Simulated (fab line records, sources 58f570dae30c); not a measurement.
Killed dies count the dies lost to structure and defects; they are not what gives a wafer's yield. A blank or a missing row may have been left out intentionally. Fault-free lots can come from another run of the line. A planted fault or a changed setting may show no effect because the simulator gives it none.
Problem report in the 8D (eight disciplines) form, filled by code | flow berkeleyCmos170 | the parts of the form that need people (team, actions taken, sign-off) are left out

1. PROBLEM STATEMENT
NLDD_RS at UCB170_SDANNEAL_RS_MEAS_05 reads a mean of 626.6 ohm/sq on 6 wafers of 2 lots; wafers without a fault read 616.6 ohm/sq with a standard deviation of 1.4. That is +7.2 standard deviations from the usual mean.
The step: measures by four-point-probe.
The first sign was on wafer L547.1 at day 10 08:02, on filmMetro-02. Wafers with a number at this step in the record: 42, from 14 lots. The rule behind "out" and "out of limits": a value lying over 4 standard deviations away from the usual mean. Any other wafer with a number is counted as sound.

2. WHAT IT IS; WHAT IT IS NOT
question                    | is                         | is not
which readings at this step | NLDD_RS                    | -
which lots                  | L547, L552                 | L533, L534, L537, L538, L539, L541, L542, L543, L544, L554, L555, L556
which wafers of those lots  | all that have a number     | -
read on which gauges        | filmMetro-02, filmMetro-04 | filmMetro-03
when                        | from day 10 08:02          | up to then (27 sound wafers); but 9 sound wafers of L554, L555, L556 came after

3. THE SUSPECTS, EACH WITH WHAT RULES IT OUT
Counting: a tool at a process step up to the reading stays a suspect if it ran every lot that is out and no sound lot after the first of them.
- ruled out: the gauge at UCB170_SDANNEAL_RS_MEAS_05. The wafers that are out were read on 2 gauges (filmMetro-02, filmMetro-04).
- implanter-04 at UCB170_NLDD_IMPLANT_09: kept. Every lot that is out went through it, starting with L547 (day 9 17:56), and after that it ran no sound lot; the last sound lot it ran before then is L539 (day 7 22:01). On those wafers its own readings are out: doseIonsCm2.
- rieDiel-02 at UCB170_SPACER_ETCHBACK_03 (etches SiO2 in CHF3/CF4/Ar, stops on Si, target depth 376 nm, time 100 s): kept. Every lot that is out went through it, starting with L547 (day 10 00:50), and after that it ran no sound lot; the last sound lot it ran before then is L543 (day 8 23:55).
What counting leaves: implanter-04 at UCB170_NLDD_IMPLANT_09 and rieDiel-02 at UCB170_SPACER_ETCHBACK_03.

4. THE CAUSE (what the simulator had put in)
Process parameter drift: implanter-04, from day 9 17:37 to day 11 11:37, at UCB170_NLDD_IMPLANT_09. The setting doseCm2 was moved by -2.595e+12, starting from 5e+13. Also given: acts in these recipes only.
2 suspects survive the count, and this tool is in that group.

5. THE EFFECT CHAIN, in route order
Each row: a reading where the mean over the struck wafers with a number is more than 3 standard deviations away from the usual. Scope: only readings with a usual standard deviation given in the record; hours: median across lots of the time from each lot's start at the first step in this table that gives one to its start at this step; sigmas: change in usual standard deviations.
hours | step                       | reading          | usual        | on struck wafers | change | sigmas
0     | UCB170_NLDD_IMPLANT_09     | doseIonsCm2      | 5e+13        | 5e+13            | -3e+12 | -43
0     | UCB170_NLDD_IMPLANT_09     | faradayCurrentUA | 158.7        | 148.3            | -10.4  | -3.7
14    | UCB170_SDANNEAL_RS_MEAS_05 | NLDD_RS          | 616.6 ohm/sq | 626.6            | +10.0  | +7.2
Here are the process steps it includes:
- UCB170_NLDD_IMPLANT_09

6. WHAT WOULD HAVE CAUGHT IT SOONER
Counted from the fault's start at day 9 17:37, it took 14 hours until the first out-of-limits reading at a measuring or inspecting step in this record, taken at day 10 08:02.
At UCB170_NLDD_IMPLANT_09, the tool's own readings (doseIonsCm2) were out on each struck wafer the step has a row for, so an alarm limit on them would have fired on the first such wafer.
L552, from the lots that are out (2), started UCB170_NLDD_IMPLANT_09 on implanter-04 later than day 10 08:02. A hold on the tool at that time would have spared it.
